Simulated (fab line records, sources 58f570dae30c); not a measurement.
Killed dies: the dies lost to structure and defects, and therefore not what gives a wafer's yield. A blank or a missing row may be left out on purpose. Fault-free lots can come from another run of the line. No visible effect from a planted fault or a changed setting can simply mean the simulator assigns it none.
2 desks looking at one fault / flow berkeley_cmos170 / each desk has only its own numbers; what lay behind them comes last

== THE METROLOGY DESK ==
Means of the sampled wafers that have a number, per lot and without regard to the tool the lot ran on: this is what the gauges read. The brackets show how far a lot's mean lies from the usual mean; more than 4 standard deviations puts the lot out of limits, marked OUT.
Columns: A = NLDD_RS at UCB170_SDANNEAL_RS_MEAS_05, usual 616.3 ohm/sq; B = cd_nm at UCB170_CONTACT_CD_MEAS_90, usual 699.7 nm; C = cd_nm at UCB170_M1_CD_MEAS_90, usual 700.2 nm
lot=L117; first seen here=day 6 20:37; A=615.7; B=699.5; C=701.9
lot=L116; first seen here=day 6 21:16; A=614.5; B=699.8; C=701.1
lot=L119; first seen here=day 7 05:21; A=616.0; B=699.4; C=703.3
lot=L122; first seen here=day 7 18:44; A=617.1; B=702.4; C=699.9
lot=L121; first seen here=day 7 19:16; A=616.8; B=699.4; C=700.5
lot=L127; first seen here=day 8 11:20; A=616.6; B=699.9; C=700.8
lot=L128; first seen here=day 8 11:34; A=616.4; B=698.9; C=699.2
lot=L123; first seen here=day 8 11:59; A=617.8; B=701.8; C=699.8
lot=L125; first seen here=day 8 12:01; A=615.0; B=697.8; C=700.6
lot=L131; first seen here=day 9 09:40; A=618.1; B=698.6; C=709.3
lot=L132; first seen here=day 9 20:49; A=616.1; B=699.9; C=705.9
lot=L133; first seen here=day 10 15:13; A=616.8; B=702.3; C=700.8
lot=L137; first seen here=day 11 07:07; A=614.4; B=701.1; C=701.1
lot=L136; first seen here=day 11 14:50; A=615.2; B=698.1; C=700.1
This desk found nothing out of limits on any of the 14 lots.

== THE TOOL OWNER'S DESK: rie_metal-01 ==
The tool's own readings at UCB170_M1_METAL_ETCH_12 (etches Al in Cl2/BCl3, stops on PSG, target depth 780 nm, time 130 s): means of the sampled wafers that have a number, for each lot that ran on this tool. The brackets show how far a lot's mean lies from the usual mean; more than 4 standard deviations puts the lot out of limits, marked OUT.
Columns: A = drypump_motor_current_A at UCB170_M1_METAL_ETCH_12, usual 5.6 A; B = oes_product_au at UCB170_M1_METAL_ETCH_12, usual 0.853 a.u.; C = run_length_s at UCB170_M1_METAL_ETCH_12, usual 157.9 s; D = throttle_valve_pct at UCB170_M1_METAL_ETCH_12, usual 24.19 %
lot=L116; first seen here=day 7 04:33; A=5.8; B=0.845; C=158.0; D=24.19
lot=L125; first seen here=day 8 21:17; A=5.8; B=0.842; C=157.6; D=24.20
lot=L131; first seen here=day 9 16:52; A=5.9; B=0.938 (+5.7) OUT; C=123.8 (-79) OUT; D=24.08
lot=L132; first seen here=day 10 03:40; A=5.8; B=0.912; C=135.2 (-53) OUT; D=24.16
This desk finds L131, L132 out of limits, L131 being first, at day 9 16:52 (oes_product_au at UCB170_M1_METAL_ETCH_12). L116, L125: within limits.

== PUT TOGETHER ==
An alarm could have come from the tool owner's desk at day 9 16:52, on L131, L132.
Metrology desk: nothing out of limits seen.
The metrology desk holds a record of L131, L132, inside its limits.
The lots listed all ran UCB170_M1_METAL_ETCH_12 on rie_metal-01.

== WHAT THE SIMULATOR PUT IN ==
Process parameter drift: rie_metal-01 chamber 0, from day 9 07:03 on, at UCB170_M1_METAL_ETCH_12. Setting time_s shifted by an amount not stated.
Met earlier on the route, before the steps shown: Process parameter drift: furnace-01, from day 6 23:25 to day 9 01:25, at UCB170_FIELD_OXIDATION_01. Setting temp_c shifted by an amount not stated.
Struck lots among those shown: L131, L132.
Hours from the fault's start to each desk's first reading out of limits: the tool owner's desk, 10.
